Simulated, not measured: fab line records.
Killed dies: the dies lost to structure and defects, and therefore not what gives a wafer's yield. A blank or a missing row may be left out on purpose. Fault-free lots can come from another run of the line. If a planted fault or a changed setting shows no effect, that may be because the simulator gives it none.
Which tool is to blame?	flow berkeley cmos170	14 lots, 42 wafers sampled, at 4 steps of a route of 331

== WHAT EACH GAUGE READ, for each wafer ==
UCB170_PFIELD_TW_MEAS_09.
lot	measured	on	PFIELD_TW
L978	day 4 22:28	film metro-04	604 603 607
L979	day 4 22:00	film metro-04	605 603 606
L981	day 5 11:58	film metro-04	603 598 604
L982	day 5 11:42	film metro-01	597 597 599
L988	day 7 05:52	film metro-01	602 600 601
L989	day 7 05:41	film metro-04	605 606 604
L990	day 7 05:10	film metro-03	609 607 607
L991	day 7 16:46	film metro-01	601 601 604
L995	day 8 23:32	film metro-04	605 602 604
L996	day 8 23:51	film metro-03	607 604 606
L997	day 9 10:29	film metro-01	598 599 595
L999	day 9 10:01	film metro-03	602 600 605
L100	day 9 09:57	film metro-01	595 594 598
L101	day 9 10:13	film metro-01	597 596 601

UCB170_NVT_TW_MEAS_09.
lot	measured	on	NVT_TW
L978	day 6 08:36	film metro-04	522.0 520.5 519.4
L979	day 6 08:52	film metro-04	518.8 520.6 518.3
L981	day 6 22:37	film metro-01	515.4 517.8 517.4
L982	day 7 04:48	film metro-03	523.6 521.7 524.5
L988	day 8 20:22	film metro-04	518.1 520.7 519.1
L989	day 8 21:14	film metro-01	518.4 517.5 516.3
L990	day 8 21:23	film metro-04	518.3 518.7 520.0
L991	day 9 01:35	film metro-03	521.4 520.1 519.6
L995	day 10 08:46	film metro-03	519.9 520.7 522.9
L996	day 10 09:00	film metro-03	519.8 521.8 520.7
L997	day 11 08:37	film metro-01	516.6 516.8 518.6
L999	day 11 02:43	film metro-03	522.9 521.8 520.4
L100	day 11 02:08	film metro-03	520.8 522.2 521.4
L101	day 11 03:09	film metro-03	525.1 521.9 519.1

== WHAT TOOL EACH LOT RAN ON (gives the tool, then ch and the chambers of the sampled wafers, and finally the start) ==
lot	UCB170_ZERO_HMDS_00	UCB170_PWELL_STRIP_16
L978	litho track-01 ch 0, day 1 21:17	plasma asher-04 ch 0,1, day 3 11:34
L979	litho track-02 ch 0, day 2 02:43	plasma asher-03 ch 0,1, day 3 11:50
L981	litho track-02 ch 0, day 2 14:38	plasma asher-03 ch 0,1, day 4 01:10
L982	litho track-03 ch 0, day 2 14:49	plasma asher-01 ch 0,1, day 4 01:30
L988	litho track-03 ch 0, day 4 00:36	plasma asher-01 ch 0,1, day 5 13:28
L989	litho track-03 ch 0, day 4 05:08	plasma asher-01 ch 0,1, day 5 17:22
L990	litho track-01 ch 0, day 4 07:59	plasma asher-04 ch 0,1, day 5 17:36
L991	litho track-01 ch 0, day 4 13:27	plasma asher-01 ch 0, day 6 04:28
L995	litho track-02 ch 0, day 5 11:49	plasma asher-04 ch 0,1, day 7 04:57
L996	litho track-01 ch 0, day 5 12:05	plasma asher-01 ch 0, day 7 05:07
L997	litho track-02 ch 0, day 5 23:32	plasma asher-03 ch 0,1, day 7 18:08
L999	litho track-01 ch 0, day 6 05:37	plasma asher-01 ch 1, day 7 18:38
L100	litho track-01 ch 0, day 6 10:41	plasma asher-04 ch 0,1, day 8 02:02
L101	litho track-02 ch 0, day 6 14:11	plasma asher-01 ch 0,1, day 8 01:45
- UCB170_ZERO_HMDS_00: prime time 60 s.
- UCB170_PWELL_STRIP_16: strips in O2.

== AS READ BY THE TOOLS THEMSELVES (means over the sampled wafers that have a number; for cases with no such wafer, the mark the record gives instead) ==
UCB170_ZERO_HMDS_00.
lot	tool	prime temp c (C)
L978	litho track-01	100.03
L979	litho track-02	100.05
L981	litho track-02	100.07
L982	litho track-03	100.05
L988	litho track-03	95.90
L989	litho track-03	95.90
L990	litho track-01	99.86
L991	litho track-01	99.95
L995	litho track-02	100.05
L996	litho track-01	100.26
L997	litho track-02	100.00
L999	litho track-01	100.10
L100	litho track-01	99.96
L101	litho track-02	99.86

UCB170_PWELL_STRIP_16.
lot	tool	drypump motor current A (A)	oes product au (a.u.)	strip time to endpoint s (s)
L978	plasma asher-04	5.1	0.725	18.15
L979	plasma asher-03	4.8	0.724	18.18
L981	plasma asher-03	4.8	0.723	18.14
L982	plasma asher-01	6.1	0.722	18.18
L988	plasma asher-01	6.1	0.719	18.04
L989	plasma asher-01	6.1	0.723	18.01
L990	plasma asher-04	5.1	0.720	18.07
L991	plasma asher-01	6.2	0.724	18.03
L995	plasma asher-04	5.1	0.722	18.14
L996	plasma asher-01	6.2	0.722	17.98
L997	plasma asher-03	4.8	0.721	18.10
L999	plasma asher-01	6.0	0.720	18.04
L100	plasma asher-04	5.1	0.720	17.99
L101	plasma asher-01	6.1	0.721	18.07

== THE ANSWER, worked out from the rows above alone ==
Rule: the usual values come from the lots themselves. Put in order of their means at a reading, lots are off if they are a third of the lots or fewer, leave a main group of 4 or more, and stand apart from it by a gap of 3 or more times the standard deviation of the main group's means; of several such gaps the widest counts. Not used: any main group whose means are identical at the precision the tables above print for the reading. A lot without any number at a reading at which 4 lots or more have one is off too. The other lots that the step has rows for count as sound. After the gauges, taken in route order, come the tools' own readings; for these a lot's mean is taken, as printed above. At the first step where some lot is off, the reading lying furthest off is the one used; lots without a number count as furthest.
Off at UCB170_ZERO_HMDS_00 (prime temp c): L988, L989. The main group: mean 100.02 C, standard deviation 0.1.
If a tool, at that step or one of the process steps before it, ran each lot that is off and ran no sound lot following the first of them, it fits. One candidate fits, namely litho track-03 at UCB170_ZERO_HMDS_00. Its last sound lot is L982 (day 2 14:49), its first lot that is off L988 (day 4 00:36): a fault that began between those two fits.
The tool's own readings at UCB170_ZERO_HMDS_00 bear it out: on the lots that are off they differ by more than 5 times the standard deviation of the sound lots' means. prime temp c reads 95.90 C there against 100.02 C on the sound lots.

== WHAT WAS PUT IN BY THE SIMULATOR ==
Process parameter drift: litho track-03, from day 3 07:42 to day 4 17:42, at UCB170_ZERO_HMDS_00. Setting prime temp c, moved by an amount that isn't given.
Lots struck among those shown: L989, L988. The rule above found the same.
